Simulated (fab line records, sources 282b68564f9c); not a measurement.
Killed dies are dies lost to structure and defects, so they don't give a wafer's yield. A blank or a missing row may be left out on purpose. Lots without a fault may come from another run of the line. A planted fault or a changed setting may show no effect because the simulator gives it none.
Which tool did it? | flow rit_cmos | 13 lots, 39 wafers sampled, at 2 steps of a route of 202

WHAT THE GAUGES READ, wafer by wafer
RIT_GATE_CD_MEAS_16: target cd 150 nm.
lot  | measured    | on        | cd_nm (nm)
L875 | day 2 16:22 | cd_sem-02 | 151.5 151.1 149.1
L877 | day 3 08:32 | cd_sem-01 | 148.7 150.0 148.7
L879 | day 3 20:13 | cd_sem-01 | 143.3 145.8 147.5
L880 | day 3 23:29 | cd_sem-01 | 146.5 148.0 145.8
L881 | day 4 08:43 | cd_sem-02 | 152.2 152.7 149.0
L883 | day 4 10:21 | cd_sem-02 | 162.0 162.3 161.9
L884 | day 4 16:02 | cd_sem-01 | 151.2 152.6 148.4
L892 | day 6 04:13 | cd_sem-02 | 150.2 151.4 148.3
L893 | day 6 07:42 | cd_sem-02 | 148.6 148.4 148.0
L894 | day 6 16:25 | cd_sem-01 | 152.5 150.2 152.4
L896 | day 6 22:56 | cd_sem-02 | 150.7 151.2 152.4
L897 | day 7 10:51 | cd_sem-01 | 147.1 145.5 144.8
L898 | day 7 13:21 | cd_sem-01 | 146.5 147.9 147.7

WHICH TOOL RAN EACH LOT (tool, then ch and the chambers of the sampled wafers, then the start)
lot  | RIT_GATE_EXPOSE_13
L875 | iline_stepper-01 ch 0, day 2 15:58
L877 | iline_stepper-01 ch 0, day 3 08:08
L879 | iline_stepper-02 ch 0, day 3 19:49
L880 | iline_stepper-02 ch 0, day 3 23:05
L881 | iline_stepper-02 ch 0, day 4 08:10
L883 | iline_stepper-01 ch 0, day 4 09:47
L884 | iline_stepper-01 ch 0, day 4 15:38
L892 | iline_stepper-02 ch 0, day 6 03:49
L893 | iline_stepper-02 ch 0, day 6 07:18
L894 | iline_stepper-02 ch 0, day 6 16:01
L896 | iline_stepper-02 ch 0, day 6 22:32
L897 | iline_stepper-01 ch 0, day 7 10:26
L898 | iline_stepper-01 ch 0, day 7 12:48
- RIT_GATE_EXPOSE_13: exposes mask M6, target cd 150 nm.

WHAT THE TOOLS THEMSELVES READ (means of the sampled wafers that have a number; where no wafer has one, the mark that the record gives instead)
RIT_GATE_EXPOSE_13.
lot  | tool             | exposure_dose_mJ_cm2 | reticle_temp_C (C)
L875 | iline_stepper-01 | 380.1                | 22.94
L877 | iline_stepper-01 | 380.1                | 23.07
L879 | iline_stepper-02 | 379.8                | 23.09
L880 | iline_stepper-02 | 379.4                | 22.98
L881 | iline_stepper-02 | 380.3                | 22.97
L883 | iline_stepper-01 | 380.1                | 22.98
L884 | iline_stepper-01 | 380.2                | 22.86
L892 | iline_stepper-02 | 380.0                | 22.99
L893 | iline_stepper-02 | 379.9                | 22.96
L894 | iline_stepper-02 | 379.7                | 23.05
L896 | iline_stepper-02 | 380.1                | 22.96
L897 | iline_stepper-01 | 380.4                | 23.04
L898 | iline_stepper-01 | 379.8                | 23.06

THE ANSWER, worked out from the rows above alone
Rule: what is usual is taken from the lots themselves. Put in order of their means at a reading, lots are off if they are a third of the lots or fewer, leave a main group of 4 or more, and stand apart from it by a gap of 3 or more times the standard deviation of the main group's means; of several such gaps the widest counts. A main group whose means are all the same, to the digits that the tables above print for the reading, isn't used. A lot without any number at a reading at which 4 lots or more have one is off too. The other lots that the step has rows for count as sound. The gauges are gone through in route order, then the tools' own readings, and for those a lot's mean is taken as printed above. The first step at which some lot is off is used, and at that step the reading that is off furthest; a lot without a number counts as furthest.
Off: L883, at RIT_GATE_CD_MEAS_16 (cd_nm). The main group: mean 149.1 nm, standard deviation 2.1.
A tool fits if, at a process step before that reading, it ran every lot that is off, and no sound lot after the first of them. The gauges at RIT_GATE_CD_MEAS_16 are tried like those tools. None of those tried fits.

WHAT THE SIMULATOR HAD PUT IN
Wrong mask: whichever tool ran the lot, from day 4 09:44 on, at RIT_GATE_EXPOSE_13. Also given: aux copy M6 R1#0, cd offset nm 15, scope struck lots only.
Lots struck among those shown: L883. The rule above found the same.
